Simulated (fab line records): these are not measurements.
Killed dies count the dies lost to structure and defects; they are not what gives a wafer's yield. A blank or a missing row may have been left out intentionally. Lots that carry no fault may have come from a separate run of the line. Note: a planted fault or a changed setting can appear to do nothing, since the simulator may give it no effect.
Split-lot trial :: flow berkeleyCmos170 :: route with 331 steps; 5 lots, 23 wafers read

THE SPLIT
At UCB170_NWELL_OXIDATION_01 (target thk 26.4 nm, ox time 1260 s), the setting oxTimeS was moved away from the recipe's 1260 s on 20 of the 23 wafers read, by -14.1% to +10.2%. This setting was run at the recipe's value on the other wafers.

There is no step in the file separating the split from the reading.

THE READING
At UCB170_NWELL_THK_MEAS_02: NWELL_OXIDE_THK, given in nm. Fault-free wafers of this fab line usually give 26.2 nm, standard deviation 0.65 nm.

wafer: L074.1
tool, chamber at the split: -, -
oxTimeS as run, s: 1082
against the recipe: -14.1%
NWELL_OXIDE_THK, nm: 24.3
against lot-mates on the recipe: no lot-mate on the recipe

wafer: L074.2
tool, chamber at the split: -, -
oxTimeS as run, s: 1082
against the recipe: -14.1%
NWELL_OXIDE_THK, nm: 24.2
against lot-mates on the recipe: no lot-mate on the recipe

wafer: L074.3
tool, chamber at the split: -, -
oxTimeS as run, s: 1082
against the recipe: -14.1%
NWELL_OXIDE_THK, nm: 24.5
against lot-mates on the recipe: no lot-mate on the recipe

wafer: L074.5
tool, chamber at the split: -, -
oxTimeS as run, s: 1082
against the recipe: -14.1%
NWELL_OXIDE_THK, nm: 23.9
against lot-mates on the recipe: no lot-mate on the recipe

wafer: L074.6
tool, chamber at the split: -, -
oxTimeS as run, s: 1082
against the recipe: -14.1%
NWELL_OXIDE_THK, nm: 23.9
against lot-mates on the recipe: no lot-mate on the recipe

wafer: L077.1
tool, chamber at the split: -, -
oxTimeS as run, s: 1154
against the recipe: -8.4%
NWELL_OXIDE_THK, nm: 24.7
against lot-mates on the recipe: no lot-mate on the recipe

wafer: L077.2
tool, chamber at the split: -, -
oxTimeS as run, s: 1154
against the recipe: -8.4%
NWELL_OXIDE_THK, nm: 25.0
against lot-mates on the recipe: no lot-mate on the recipe

wafer: L077.3
tool, chamber at the split: -, -
oxTimeS as run, s: 1154
against the recipe: -8.4%
NWELL_OXIDE_THK, nm: 24.9
against lot-mates on the recipe: no lot-mate on the recipe

wafer: L077.4
tool, chamber at the split: -, -
oxTimeS as run, s: 1154
against the recipe: -8.4%
NWELL_OXIDE_THK, nm: 24.8
against lot-mates on the recipe: no lot-mate on the recipe

wafer: L077.5
tool, chamber at the split: -, -
oxTimeS as run, s: 1154
against the recipe: -8.4%
NWELL_OXIDE_THK, nm: 24.9
against lot-mates on the recipe: no lot-mate on the recipe

wafer: L078.1
tool, chamber at the split: -, -
oxTimeS as run, s: 1389
against the recipe: +10.2%
NWELL_OXIDE_THK, nm: 27.2
against lot-mates on the recipe: no lot-mate on the recipe

wafer: L078.2
tool, chamber at the split: -, -
oxTimeS as run, s: 1389
against the recipe: +10.2%
NWELL_OXIDE_THK, nm: 27.2
against lot-mates on the recipe: no lot-mate on the recipe

wafer: L078.4
tool, chamber at the split: -, -
oxTimeS as run, s: 1389
against the recipe: +10.2%
NWELL_OXIDE_THK, nm: 27.5
against lot-mates on the recipe: no lot-mate on the recipe

wafer: L078.5
tool, chamber at the split: -, -
oxTimeS as run, s: 1389
against the recipe: +10.2%
NWELL_OXIDE_THK, nm: 27.3
against lot-mates on the recipe: no lot-mate on the recipe

wafer: L078.6
tool, chamber at the split: -, -
oxTimeS as run, s: 1389
against the recipe: +10.2%
NWELL_OXIDE_THK, nm: 26.8
against lot-mates on the recipe: no lot-mate on the recipe

wafer: L080.2
tool, chamber at the split: -, -
oxTimeS as run, s: 1146
against the recipe: -9.0%
NWELL_OXIDE_THK, nm: 25.2
against lot-mates on the recipe: no lot-mate on the recipe

wafer: L080.3
tool, chamber at the split: -, -
oxTimeS as run, s: 1146
against the recipe: -9.0%
NWELL_OXIDE_THK, nm: 25.3
against lot-mates on the recipe: no lot-mate on the recipe

wafer: L080.4
tool, chamber at the split: -, -
oxTimeS as run, s: 1146
against the recipe: -9.0%
NWELL_OXIDE_THK, nm: 25.4
against lot-mates on the recipe: no lot-mate on the recipe

wafer: L080.5
tool, chamber at the split: -, -
oxTimeS as run, s: 1146
against the recipe: -9.0%
NWELL_OXIDE_THK, nm: 25.5
against lot-mates on the recipe: no lot-mate on the recipe

wafer: L080.6
tool, chamber at the split: -, -
oxTimeS as run, s: 1146
against the recipe: -9.0%
NWELL_OXIDE_THK, nm: 25.3
against lot-mates on the recipe: no lot-mate on the recipe

wafer: L084.2
tool, chamber at the split: furnace-02, 0
oxTimeS as run, s: 1260
against the recipe: recipe
NWELL_OXIDE_THK, nm: 25.4
against lot-mates on the recipe: -

wafer: L084.4
tool, chamber at the split: furnace-02, 0
oxTimeS as run, s: 1260
against the recipe: recipe
NWELL_OXIDE_THK, nm: 25.7
against lot-mates on the recipe: -

wafer: L084.5
tool, chamber at the split: furnace-02, 0
oxTimeS as run, s: 1260
against the recipe: recipe
NWELL_OXIDE_THK, nm: 25.5
against lot-mates on the recipe: -

THE FIT
A straight line over all 23 wafers: NWELL_OXIDE_THK changes by +0.115 nm for each +1% of oxTimeS; r = +0.95; the points scatter about the line by 0.34 nm.
Too few moved wafers with a lot-mate on the recipe to fit a line net of each lot's own level.

THE WHOLE CHAIN: every reading that the file lists as answering this split, in the file's order
step: UCB170_NWELL_OXIDATION_01
what it does: target thk 26.4 nm, ox time 1260 s
reading: SiO2_of_NWELL_OXIDATION_01.thkNm (the simulator's own value, which no gauge read)
change (the file's fit): +0.117 nm for each +1% of the setting
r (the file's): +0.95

step: UCB170_NWELL_THK_MEAS_02
what it does: 
reading: NWELL_OXIDE_THK
change (the file's fit): +0.116 for each +1% of the setting
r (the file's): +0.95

FILE'S OWN FIT
NWELL_OXIDE_THK changes by +0.116 nm for each +1% of oxTimeS, r = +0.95.
